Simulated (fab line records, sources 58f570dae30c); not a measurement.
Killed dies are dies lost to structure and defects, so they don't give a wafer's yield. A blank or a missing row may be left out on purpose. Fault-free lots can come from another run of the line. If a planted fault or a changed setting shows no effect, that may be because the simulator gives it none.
Comparing a struck lot with a sound one + flow berkeley_cmos170 + 43 out of 331 route steps
Sound: wafers L320.2, L320.3, L320.6. The struck wafers were L321.1, L321.4, L321.6. At the end, the cause is stated.
Each step with rows lists, per side, the tool, then ch with its chambers, then its first start. Under that, the readings that differ: sound wafers + struck wafers + difference of the means + sigmas: that difference in standard deviations of wafers without a fault.
alike: readings whose means differ by less than 2 such deviations, and words and numbers that are the same on both sides. not compared: withheld readings, readings that some wafer has no value for, bounds like >300 that may hide the same value, and numbers for which the record gives no deviation and whose values overlap.
Wherever a step has rows on one side only, a row that says differs or no value, or a row with sigmas, the two part there. Numbers that don't overlap but have no deviation are shown without sigmas and don't part them. Lack of a reading on every wafer of one side parts them only where that side has two or more wafers.

first, 1 step without rows for these wafers: UCB170_PLDD_STRIP_10 (strips in O2).
UCB170_PLDD_TW_MEAS_11:
  struck on film_metro-01, day 8 23:11; sound on film_metro-03, day 8 22:38
  alike: PLDD_TW
then, 7 steps without rows for these wafers: UCB170_PLDD_CLEAN_12 (cleans in SPM, time 600 s); UCB170_NLDD_HMDS_00 (prime time 60 s); UCB170_NLDD_COAT_01 (resist thk 900 nm); UCB170_NLDD_SOFTBAKE_02 (time 60 s); UCB170_NLDD_EXPOSE_03 (exposes mask NSELECT, target cd 1200 nm); UCB170_NLDD_PEB_04; UCB170_NLDD_DEVELOP_05 (develop time 42.84 s).
UCB170_NLDD_CD_MEAS_06: the cd target is 1200 nm.
  struck on cd_sem-01, day 9 01:00; sound on cd_sem-02, day 9 00:28
| reading    | sound                | struck               | difference | sigmas |
|------------|----------------------|----------------------|------------|--------|
| cd_nm (nm) | 1202.6 1202.9 1201.7 | 1199.7 1199.6 1197.8 | -3.4       | -2     |
UCB170_NLDD_OVL_MEAS_07:
  struck on overlay-02, day 9 01:07; sound on overlay-02, day 9 00:34
  alike: NLDD_OVL
next, for these wafers, 1 step has no rows: UCB170_NLDD_IMPLANT_08.
UCB170_NLDD_IMPLANT_09:
  sound on implanter-04 ch 0, day 9 00:47; struck on implanter-01 ch 0, day 9 01:18
  alike: rotation_deg
UCB170_NLDD_STRIP_10: strips in O2.
  sound on plasma_asher-02 ch 0,1, day 9 00:54; struck on plasma_asher-02 ch 0,1, day 9 01:27
  alike: drypump_motor_current_A, oes_product_au, strip_time_to_endpoint_s
  not compared: rf_hours_counter_h
UCB170_NLDD_TW_MEAS_11:
  struck on film_metro-01, day 9 01:47; sound on film_metro-03, day 9 01:01
| reading | sound          | struck         | difference | sigmas |
|---------|----------------|----------------|------------|--------|
| NLDD_TW | 2213 2219 2218 | 2129 2114 2135 | -91        | -5     |
  not compared: hold
UCB170_SPACER_CVD_00: deposits SiO2 from TEOS/O2, target thk 376 nm, time 47 s.
  sound on pecvd-01 ch 1,2, day 9 01:15; struck on pecvd-01 ch 0,2, day 9 04:27
  alike: heater_power_w
  not compared: since_wet_clean_h
UCB170_SPACER_THK_MEAS_01:
  struck on film_metro-04, day 9 04:29; sound on film_metro-01, day 9 01:19
  alike: SPACER_TEOS_THK
then, 1 step without rows for these wafers: UCB170_SPACER_ANNEAL_02 (time 1800 s).
UCB170_SPACER_ETCHBACK_03: etches SiO2 in CHF3/CF4/Ar, stops on Si, target depth 376 nm, time 100 s.
  sound on rie_diel-02 ch 1,2,3, day 9 06:37; struck on rie_diel-02 ch 0,1, day 9 06:41
  alike: drypump_motor_current_A, mfc_ar_sccm, oes_product_au, throttle_valve_pct
  not compared: rf_hours_counter_h
then, 6 steps without rows for these wafers: UCB170_PSD_HMDS_00 (prime time 60 s); UCB170_PSD_COAT_01 (resist thk 900 nm); UCB170_PSD_SOFTBAKE_02 (time 60 s); UCB170_PSD_EXPOSE_03 (exposes mask PSELECT MOD, target cd 1200 nm); UCB170_PSD_PEB_04; UCB170_PSD_DEVELOP_05 (develop time 45 s).
UCB170_PSD_CD_MEAS_06: the cd target is 1200 nm.
  struck on cd_sem-01, day 9 08:46; sound on cd_sem-01, day 9 08:20
  alike: cd_nm
UCB170_PSD_OVL_MEAS_07:
  struck on overlay-02, day 9 08:55; sound on overlay-01, day 9 08:27
  alike: PSD_OVL
next, for these wafers, 1 step has no rows: UCB170_PSD_IMPLANT_08.
UCB170_PSD_STRIP_09: strips in O2.
  sound on plasma_asher-02 ch 0,1, day 9 08:38; struck on plasma_asher-03 ch 0,1, day 9 09:13
  alike: drypump_motor_current_A, oes_product_au, strip_time_to_endpoint_s
  not compared: rf_hours_counter_h
UCB170_PSD_TW_MEAS_10:
  struck on film_metro-03, day 9 09:19; sound on film_metro-03, day 9 08:44
  alike: PSD_TW
then, 7 steps without rows for these wafers: UCB170_PSD_CLEAN_11 (cleans in SPM, time 600 s); UCB170_NSD_HMDS_00 (prime time 60 s); UCB170_NSD_COAT_01 (resist thk 900 nm); UCB170_NSD_SOFTBAKE_02 (time 60 s); UCB170_NSD_EXPOSE_03 (exposes mask NSELECT MOD, target cd 1200 nm); UCB170_NSD_PEB_04; UCB170_NSD_DEVELOP_05 (develop time 45 s).
UCB170_NSD_CD_MEAS_06: the cd target is 1200 nm.
  struck on cd_sem-02, day 9 11:29; sound on cd_sem-01, day 9 10:57
  alike: cd_nm
UCB170_NSD_OVL_MEAS_07:
  struck on overlay-01, day 9 11:36; sound on overlay-01, day 9 11:04
  alike: NSD_OVL
next, for these wafers, 1 step has no rows: UCB170_NSD_IMPLANT_08.
UCB170_NSD_STRIP_09: strips in O2.
  sound on plasma_asher-01 ch 0,1, day 9 11:14; struck on plasma_asher-02 ch 0,1, day 9 11:47
  alike: drypump_motor_current_A, oes_product_au, strip_time_to_endpoint_s
  not compared: rf_hours_counter_h
UCB170_SDANNEAL_RS_MEAS_05: uses a four-point probe to measure.
  struck on film_metro-02, day 9 14:04; sound on film_metro-02, day 9 13:11
| reading          | sound             | struck            | difference | sigmas |
|------------------|-------------------|-------------------|------------|--------|
| NLDD_RS (ohm/sq) | 613.6 613.9 616.8 | 694.6 697.6 695.1 | +81.0      | +58    |
  not compared: hold
UCB170_M3_PROBE_99:
  rows exist in the record for the sound wafers here (prober-01, day 10 13:08), none for the struck ones

## WHERE THEY PART
At UCB170_NLDD_CD_MEAS_06 first; at UCB170_M3_PROBE_99 last (within this record only).

WHY: whatever the simulator had introduced
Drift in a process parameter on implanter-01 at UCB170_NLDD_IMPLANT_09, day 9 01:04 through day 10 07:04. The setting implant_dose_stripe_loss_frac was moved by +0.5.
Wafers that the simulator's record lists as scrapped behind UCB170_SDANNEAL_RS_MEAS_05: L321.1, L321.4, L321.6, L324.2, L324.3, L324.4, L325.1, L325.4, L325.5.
